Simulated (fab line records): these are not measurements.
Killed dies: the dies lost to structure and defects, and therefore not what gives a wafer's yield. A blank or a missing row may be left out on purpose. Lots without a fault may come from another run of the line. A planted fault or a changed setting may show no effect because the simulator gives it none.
Check of tool commonality / flow berkeley cmos170 / Sampled: 15 lots, 54 wafers

## WHAT PROMPTED THE OPENING
Flagged at UCB170_NLDD_CD_MEAS_06: reading cd nm, on 3 of 15 lots. Wafers without a fault read 1199.8 nm, standard deviation 1.3.
Rule: a lot is flagged when every wafer of it that has a number lies more than 4 standard deviations from that mean, or none has a number. As for the other lots, they are considered sound.

lot=L210; measured=day 7 01:43; on=cd sem-02; cd nm (nm), wafer by wafer=1201.0 1200.7 1198.7; flag=
lot=L209; measured=day 7 01:54; on=cd sem-01; cd nm (nm), wafer by wafer=1197.9 1198.3 1197.3; flag=
lot=L214; measured=day 8 04:13; on=cd sem-01; cd nm (nm), wafer by wafer=1219.9 1221.3 1221.2 1220.2 1220.9 1220.9; flag=FLAGGED
lot=L213; measured=day 8 04:46; on=cd sem-01; cd nm (nm), wafer by wafer=1222.6 1223.3 1223.8 1222.7 1223.5 1223.5; flag=FLAGGED
lot=L212; measured=day 8 05:11; on=cd sem-01; cd nm (nm), wafer by wafer=1199.1 1199.3 1200.1; flag=
lot=L215; measured=day 8 20:46; on=cd sem-01; cd nm (nm), wafer by wafer=1219.2 1218.1 1217.9 1219.1 1218.4 1217.6; flag=FLAGGED
lot=L218; measured=day 9 17:32; on=cd sem-01; cd nm (nm), wafer by wafer=1200.4 1198.7 1199.9; flag=
lot=L221; measured=day 9 22:55; on=cd sem-01; cd nm (nm), wafer by wafer=1199.6 1199.2 1199.6; flag=
lot=L225; measured=day 10 15:33; on=cd sem-02; cd nm (nm), wafer by wafer=1202.4 1203.8 1202.8; flag=
lot=L223; measured=day 10 15:53; on=cd sem-01; cd nm (nm), wafer by wafer=1200.5 1200.5 1199.8; flag=
lot=L227; measured=day 12 01:29; on=cd sem-01; cd nm (nm), wafer by wafer=1199.1 1199.9 1200.8; flag=
lot=L228; measured=day 12 01:42; on=cd sem-02; cd nm (nm), wafer by wafer=1200.4 1199.2 1199.5; flag=
lot=L230; measured=day 12 07:45; on=cd sem-02; cd nm (nm), wafer by wafer=1200.4 1200.2 1200.1; flag=
lot=L229; measured=day 12 08:02; on=cd sem-01; cd nm (nm), wafer by wafer=1198.8 1198.4 1199.4; flag=
lot=L231; measured=day 12 19:08; on=cd sem-01; cd nm (nm), wafer by wafer=1202.7 1203.1 1202.8; flag=
The numbers of the flagged lots are 1220.8 nm on average: +21.0 nm against the usual, or +16 standard deviations.

## EACH LOT AND THE TOOL IT RAN ON
The record keeps 1 process step preceding the reading, out of 331 steps on the route. In each cell: the tool, then ch and the chambers that the sampled wafers went through, then the start.
lot=L210; flag=; UCB170_NLDD_PEB_04=litho track-01 ch 0, day 7 01:28
lot=L209; flag=; UCB170_NLDD_PEB_04=litho track-02 ch 0, day 7 01:34
lot=L214; flag=FLAGGED; UCB170_NLDD_PEB_04=litho track-02 ch 0, day 8 03:56
lot=L213; flag=FLAGGED; UCB170_NLDD_PEB_04=litho track-02 ch 0, day 8 04:29
lot=L212; flag=; UCB170_NLDD_PEB_04=litho track-01 ch 0, day 8 04:55
lot=L215; flag=FLAGGED; UCB170_NLDD_PEB_04=litho track-02 ch 0, day 8 20:30
lot=L218; flag=; UCB170_NLDD_PEB_04=litho track-03 ch 0, day 9 17:10
lot=L221; flag=; UCB170_NLDD_PEB_04=litho track-03 ch 0, day 9 21:51
lot=L225; flag=; UCB170_NLDD_PEB_04=litho track-01 ch 0, day 10 15:16
lot=L223; flag=; UCB170_NLDD_PEB_04=litho track-01 ch 0, day 10 15:37
lot=L227; flag=; UCB170_NLDD_PEB_04=litho track-02 ch 0, day 12 01:13
lot=L228; flag=; UCB170_NLDD_PEB_04=litho track-01 ch 0, day 12 01:26
lot=L230; flag=; UCB170_NLDD_PEB_04=litho track-03 ch 0, day 12 07:29
lot=L229; flag=; UCB170_NLDD_PEB_04=litho track-03 ch 0, day 12 07:45
lot=L231; flag=; UCB170_NLDD_PEB_04=litho track-03 ch 0, day 12 18:52
What these steps do:
- UCB170_NLDD_PEB_04
- UCB170_NLDD_CD_MEAS_06: target cd 1200 nm.

## FLAGGED OVER TOTAL, TOOL BY TOOL (the gauges that took the reading come last)
step=UCB170_NLDD_PEB_04; tool=litho track-01; lots run=5; flagged=0; share of the flagged lots=none; sound lots run after its first flagged lot=-
step=UCB170_NLDD_PEB_04; tool=litho track-02; lots run=5; flagged=3; share of the flagged lots=all; sound lots run after its first flagged lot=1 (L227)
step=UCB170_NLDD_PEB_04; tool=litho track-03; lots run=5; flagged=0; share of the flagged lots=none; sound lots run after its first flagged lot=-
step=UCB170_NLDD_CD_MEAS_06; tool=cd sem-01; lots run=11; flagged=3; share of the flagged lots=all; sound lots run after its first flagged lot=7 (L212,L218,L221,L223,L227,L229,L231)
step=UCB170_NLDD_CD_MEAS_06; tool=cd sem-02; lots run=4; flagged=0; share of the flagged lots=none; sound lots run after its first flagged lot=-

## WHAT THE TABLE PERMITS
Rows of the table that ran all the flagged lots, 2 in number: litho track-02 at UCB170_NLDD_PEB_04; cd sem-01 at UCB170_NLDD_CD_MEAS_06.
- litho track-02 at UCB170_NLDD_PEB_04 ran 5 lots, 3 of them flagged. After the first flagged lot (L227), sound lots still ran on it; a lasting fault on the whole tool would not permit that. Its own readings lie more than 4 standard deviations out on every wafer of the flagged lots: heater power total W, plate temp C.
- cd sem-01 at UCB170_NLDD_CD_MEAS_06 ran 11 lots, 3 of them flagged. After the first flagged lot (L212, L218, L221, L223, L227, L229, L231), sound lots still ran on it; a lasting fault on the whole tool would not permit that.
There is no row in the table that ran each flagged lot and no sound lot after the first.

## WHAT WAS PUT IN BY THE SIMULATOR
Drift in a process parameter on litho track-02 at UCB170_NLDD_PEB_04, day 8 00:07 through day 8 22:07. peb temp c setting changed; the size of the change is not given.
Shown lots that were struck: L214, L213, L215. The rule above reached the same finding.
